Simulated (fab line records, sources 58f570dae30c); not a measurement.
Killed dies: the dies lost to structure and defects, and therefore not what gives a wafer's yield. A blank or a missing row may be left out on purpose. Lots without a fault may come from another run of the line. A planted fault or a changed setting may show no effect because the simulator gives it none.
Split-lot trial	flow berkeley_cmos170	5 lots, 23 wafers read, on a route of 331 steps

ABOUT THE SPLIT
At UCB170_PLDD_COAT_01 (resist thk 900 nm), the setting resist_thk_nm was moved away from the recipe's 900 nm on 10 of the 23 wafers read, by -4.1% to +5.6%. This setting was run at the recipe's value on the other wafers.

Reading taken at the split's own step.

THE READING
KrF_of_PLDD_COAT_01.thk_nm (the simulator's own value, which no gauge read), in nm, at UCB170_PLDD_COAT_01 (resist thk 900 nm). The file gives no usual value for it. The 13 wafers here that ran the recipe average 900.4 nm, standard deviation 1.8 nm.

wafer	tool, chamber at the split	resist_thk_nm as run, nm	against the recipe	KrF_of_PLDD_COAT_01.thk_nm, nm	against lot-mates on the recipe
L074.1	litho_track-02, 0	944.3	+4.9%	947	+46.7
L074.2	litho_track-02, 0	900	recipe	900.9	-
L074.4	litho_track-02, 0	900	recipe	899.8	-
L074.5	litho_track-02, 0	944.3	+4.9%	944.8	+44.5
L074.6	litho_track-02, 0	944.3	+4.9%	942.1	+41.8
L079.2	litho_track-02, 0	900	recipe	900.7	-
L079.5	litho_track-02, 0	900	recipe	902.3	-
L079.6	litho_track-02, 0	900	recipe	902.2	-
L077.1	litho_track-01, 0	900	recipe	900.1	-
L077.2	litho_track-01, 0	900	recipe	899.7	-
L077.4	litho_track-01, 0	900	recipe	896.1	-
L077.5	litho_track-01, 0	863.3	-4.1%	864.9	-33.7
L077.6	litho_track-01, 0	863.3	-4.1%	862.8	-35.8
L083.1	litho_track-03, 0	950.4	+5.6%	952.5	+50.7
L083.2	litho_track-03, 0	900	recipe	900.8	-
L083.3	litho_track-03, 0	950.4	+5.6%	954.2	+52.4
L083.4	litho_track-03, 0	900	recipe	902.8	-
L083.5	litho_track-03, 0	950.4	+5.6%	951.5	+49.7
L082.2	litho_track-01, 0	900	recipe	899.4	-
L082.3	litho_track-01, 0	935.8	+4.0%	937.5	+37.7
L082.4	litho_track-01, 0	900	recipe	897.9	-
L082.5	litho_track-01, 0	935.8	+4.0%	934.8	+35.0
L082.6	litho_track-01, 0	900	recipe	902	-

FIT RESULTS
A straight line over all 23 wafers: KrF_of_PLDD_COAT_01.thk_nm changes by +9.12 nm for each +1% of resist_thk_nm; r = +1.00; the points scatter about the line by 1.8 nm.
The same after taking each lot's own level away (the mean of its wafers on the recipe; 23 wafers): +8.94 nm for each +1%; r = +1.00; scatter 1.6 nm.
According to that fit, moving resist_thk_nm by its largest amount changes the reading by 50 nm.
From 898.63 to 901.80 nm: that is the span of the lots' own levels, equal to 1.8 times the standard deviation above.
Hence the lot-to-lot level has little effect on the slope; both slopes agree.
Check: for one of the wafers moved furthest among these (+5.6%), held out of the fit, the line's prediction against its lot-mates is +50.4 nm. Against them it came out at +50.7 nm.

THE WHOLE CHAIN: every reading that the file lists as answering this split, in the file's order
step	what it does	reading	change (the file's fit)	r (the file's)
UCB170_PLDD_COAT_01	resist thk 900 nm	KrF_of_PLDD_COAT_01.thk_nm (the simulator's own value, which no gauge read)	+8.97 nm for each +1% of the setting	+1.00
UCB170_PLDD_STRIP_10	strips in O2	strip_time_to_endpoint_s	withheld for each +1% of the setting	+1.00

FILE'S OWN FIT
KrF_of_PLDD_COAT_01.thk_nm changes by +8.97 nm for each +1% of resist_thk_nm, r = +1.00.
